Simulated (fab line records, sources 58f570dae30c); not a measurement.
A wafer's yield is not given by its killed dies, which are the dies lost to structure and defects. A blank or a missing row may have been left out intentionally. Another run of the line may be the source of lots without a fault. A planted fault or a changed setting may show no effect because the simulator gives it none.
A single fault, viewed from 2 desks	flow berkeleyCmos170	every desk sees just its own numbers, and what lay behind them comes last

AT THE METROLOGY DESK
What the gauges read, lot by lot, whatever tool the lot ran on: means of the sampled wafers that have a number. Marked OUT: a lot whose mean sits more than 4 standard deviations from the usual mean, which makes it out of limits; the brackets give that distance.
Columns: A = M3_AL_RS at UCB170_M3_RS_MEAS_02, usual 0.0325 ohm/sq; B = M3_AL_THK at UCB170_M3_THK_MEAS_03, usual 884 nm
lot	first seen here	A	B
L572	day 8 12:04	0.0321	892
L573	day 8 16:50	0.0320	895
L574	day 9 02:02	0.0321	891
L575	day 9 12:01	0.0323	886
L576	day 9 13:52	0.0332	871
L580	day 10 05:35	0.0332	870
L579	day 10 05:51	0.0328	881
L578	day 10 07:07	0.0328	870
L581	day 11 01:10	0.0325	889
L585	day 11 09:23	0.0279 (-12) OUT	1030 (+13) OUT
L588	day 11 22:34	0.0278 (-13) OUT	1036 (+14) OUT
L589	day 12 02:46	0.0327	870
L592	day 14 06:58	0.0323	892
L594	day 14 10:04	0.0320	889
This desk finds L585, L588 out of limits, with the earliest case on L585 at day 11 09:23 (M3_AL_RS at UCB170_M3_RS_MEAS_02). L572, L573, L574, L575, L576, L580, L579, L578, L581, L589, L592, L594: within limits.

THE TOOL OWNER'S DESK: pvdSputter-03
The tool's own readings at UCB170_M3_SPUTTER_01 (material Al, target thk 900 nm, time 120 s): means of the sampled wafers that have a number, for each lot that ran on this tool. Marked OUT: a lot whose mean sits more than 4 standard deviations from the usual mean, which makes it out of limits; the brackets give that distance.
Columns: A = throttleValvePct at UCB170_M3_SPUTTER_01, usual 29.9 %
lot	first seen here	A
L572	day 8 11:59	29.2
L575	day 9 11:56	29.6
L579	day 10 05:45	29.7
L585	day 11 09:17	29.7
L588	day 11 22:29	29.8
L592	day 14 06:53	30.2
L594	day 14 09:58	29.8
Result from this desk: across the 7 lots, nothing is out of limits.

TAKEN TOGETHER
On L585, L588, the metrology desk was in a position to raise an alarm at day 11 09:23.
Nothing out of limits was seen by the tool owner's desk.
Tool owner's desk: L585, L588 on record, inside its limits.
Of the lots named, all ran UCB170_M3_SPUTTER_01 on pvdSputter-03.

WHAT THE SIMULATOR HAD PUT IN
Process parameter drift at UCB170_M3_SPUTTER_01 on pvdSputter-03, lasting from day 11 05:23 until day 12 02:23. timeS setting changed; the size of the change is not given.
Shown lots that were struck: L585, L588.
Time in hours between the start of the fault and the first out-of-limits reading at each desk: metrology desk, 4.
